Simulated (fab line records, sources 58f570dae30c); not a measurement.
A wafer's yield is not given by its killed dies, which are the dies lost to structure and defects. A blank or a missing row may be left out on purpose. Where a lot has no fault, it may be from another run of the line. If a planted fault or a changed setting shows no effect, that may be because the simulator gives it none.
Which tool is to blame? + flow berkeley cmos170 + 45 wafers from 15 lots sampled at 2 of the route's 331 steps

## WHAT EACH GAUGE READ, for each wafer
UCB170_GATE_THK_MEAS_02. Usual: GATE_OXIDE_THK gives 6.63 nm (standard deviation 0.15).
| lot  | measured     | on            | GATE_OXIDE_THK (nm)                 | flag |
|------|--------------|---------------|-------------------------------------|------|
| L724 | day 5 17:51  | film metro-03 | 6.78 6.69 6.83                      |      |
| L725 | day 5 17:52  | film metro-04 | 6.70 6.64 6.75                      |      |
| L727 | day 6 02:47  | film metro-03 | 6.36 6.34 6.46                      |      |
| L730 | day 7 00:22  | film metro-02 | 6.66 6.56 6.54                      |      |
| L731 | day 7 17:26  | film metro-03 | 10.35 10.35 10.18 10.37 10.35 10.17 | OFF  |
| L734 | day 7 20:20  | film metro-02 | 6.67 6.76 6.67                      |      |
| L736 | day 8 15:38  | film metro-02 | 6.71 6.58 6.74                      |      |
| L737 | day 8 17:40  | film metro-03 | 11.17 11.10 11.33 11.17 11.07 11.27 | OFF  |
| L738 | day 8 21:31  | film metro-03 | 6.58 6.61 6.56                      |      |
| L741 | day 10 03:35 | film metro-02 | 10.72 10.70 10.77 10.76 10.76 10.78 | OFF  |
| L742 | day 10 00:47 | film metro-04 | 6.57 6.65 6.54                      |      |
| L743 | day 10 00:47 | film metro-03 | 6.46 6.54 6.50                      |      |
| L745 | day 10 08:23 | film metro-04 | 6.70 6.71 6.65                      |      |
| L746 | day 10 23:23 | film metro-04 | 6.66 6.51 6.61                      |      |
| L747 | day 10 23:20 | film metro-04 | 6.70 6.79 6.67                      |      |

## WHICH TOOL RAN EACH LOT (tool, then ch and the chambers of the sampled wafers, then the start)
| lot  | UCB170_GATE_OXIDATION_01                                      |
|------|---------------------------------------------------------------|
| L724 | furnace-03 ch 0, day 5 16:21                                  |
| L725 | furnace-03 ch 0, day 5 16:21                                  |
| L727 | furnace-01 ch 0, day 6 01:17                                  |
| L730 | furnace-03 ch 0, day 6 22:51                                  |
| L731 | furnace-01 ch 0, day 7 10:24                                  |
| L734 | furnace-03 ch 0, day 7 18:49                                  |
| L736 | furnace-01 ch 0, day 8 14:08                                  |
| L737 | furnace-01 ch 0, day 8 14:08 and furnace-02 ch 0, day 8 16:10 |
| L738 | furnace-02 ch 0, day 8 20:00                                  |
| L741 | furnace-01 ch 0, day 9 23:16                                  |
| L742 | furnace-01 ch 0, day 9 23:16                                  |
| L743 | furnace-01 ch 0, day 9 23:16                                  |
| L745 | furnace-02 ch 0, day 10 06:53                                 |
| L746 | furnace-03 ch 0, day 10 21:47                                 |
| L747 | furnace-03 ch 0, day 10 21:47                                 |
- UCB170_GATE_OXIDATION_01: target thk 6.6 nm, ox time 1800 s.

## AS READ BY THE TOOLS THEMSELVES (means over the sampled wafers that have a number; for cases with no such wafer, the mark the record gives instead)
The record holds no such reading with a usual standard deviation.

## THE ANSWER, worked out from the rows above alone
Rule: a lot is off if the mean of its wafers that have a number lies more than 3 standard deviations from the usual mean. Also off: a lot with no number at a reading for which 4 or more lots have one. The other lots that the step has rows for count as sound. Order of review: gauges by route order, followed by the tools' own readings, for which a lot's mean as printed above is used. The first step at which some lot is off is used, and at that step the reading that is off furthest; a lot without a number counts as furthest.
Off: L731, L737, L741, at UCB170_GATE_THK_MEAS_02 (GATE_OXIDE_THK).
If a tool, at a process step before that reading, ran all the lots that are off and no sound lot after the first of them, it fits. The gauges at UCB170_GATE_THK_MEAS_02 are tried like those tools. Of those tried, none fits.

## WHAT HAD BEEN PUT IN BY THE SIMULATOR
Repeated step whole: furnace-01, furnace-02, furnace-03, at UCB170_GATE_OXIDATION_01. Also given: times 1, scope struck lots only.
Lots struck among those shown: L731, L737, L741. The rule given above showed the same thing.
